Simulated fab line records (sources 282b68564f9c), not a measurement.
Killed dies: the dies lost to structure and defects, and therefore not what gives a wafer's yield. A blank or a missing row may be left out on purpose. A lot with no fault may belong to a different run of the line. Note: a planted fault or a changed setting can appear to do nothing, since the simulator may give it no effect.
Which tool did it?    flow ritCmos    7 lots, 21 wafers sampled, at 2 steps of a route of 202

== WHAT EACH GAUGE READ, for each wafer ==
RIT_PSD_TW_MEAS_10.
lot   measured     on            PSD_TW
L509  day 3 16:47  filmMetro-04  3427 3438 3441
L512  day 4 03:32  filmMetro-04  3421 3416 3414
L518  day 5 09:32  filmMetro-04  3580 3592 3564
L520  day 5 19:17  filmMetro-04  3429 3437 3413
L525  day 6 19:20  filmMetro-01  3447 3433 3444
L528  day 7 21:51  filmMetro-01  3455 3431 3463
L530  day 8 04:58  filmMetro-03  3446 3446 3425

== WHICH TOOL RAN EACH LOT (tool, then ch and the chambers of the sampled wafers, then the start) ==
lot   RIT_PSD_IMPLANT_08
L509  implanter-03 ch 0, day 3 16:29
L512  implanter-04 ch 0, day 4 03:14
L518  implanter-04 ch 0, day 5 09:12
L520  implanter-01 ch 0, day 5 18:59
L525  implanter-01 ch 0, day 6 19:02
L528  implanter-03 ch 0, day 7 21:31
L530  implanter-03 ch 0, day 8 04:39
- RIT_PSD_IMPLANT_08

== THE ANSWER, worked out from the rows above alone ==
Rule: usual is defined by the lots themselves. The widest of any qualifying gaps counts: lots, ordered by their means at a reading, are off when they make up no more than a third of the lots, leave a main group of 4 or more, and stand apart from it by 3 or more times the standard deviation of that group's means. A main group whose means are all the same, to the digits that the tables above print for the reading, isn't used. A lot without any number at a reading at which 4 lots or more have one is off too. Any other lot the step has rows for is counted as sound.
Off: L518, seen at RIT_PSD_TW_MEAS_10 (PSD_TW). The main group: mean 3435, standard deviation 11.
If a tool, at a process step before that reading, ran all the lots that are off and no sound lot after the first of them, it fits. Those tools and the gauges at RIT_PSD_TW_MEAS_10 are tried in the same way. One candidate fits, namely implanter-04 at RIT_PSD_IMPLANT_08. Its last sound lot is L512 (day 4 03:14), its first lot that is off L518 (day 5 09:12): a fault that began between those two fits.

== WHAT THE SIMULATOR HAD INSERTED ==
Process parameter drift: implanter-04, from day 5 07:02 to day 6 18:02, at RIT_PSD_IMPLANT_08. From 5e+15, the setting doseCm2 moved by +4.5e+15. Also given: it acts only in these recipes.
Lots struck among those shown: L518. This agrees with what the rule above found.
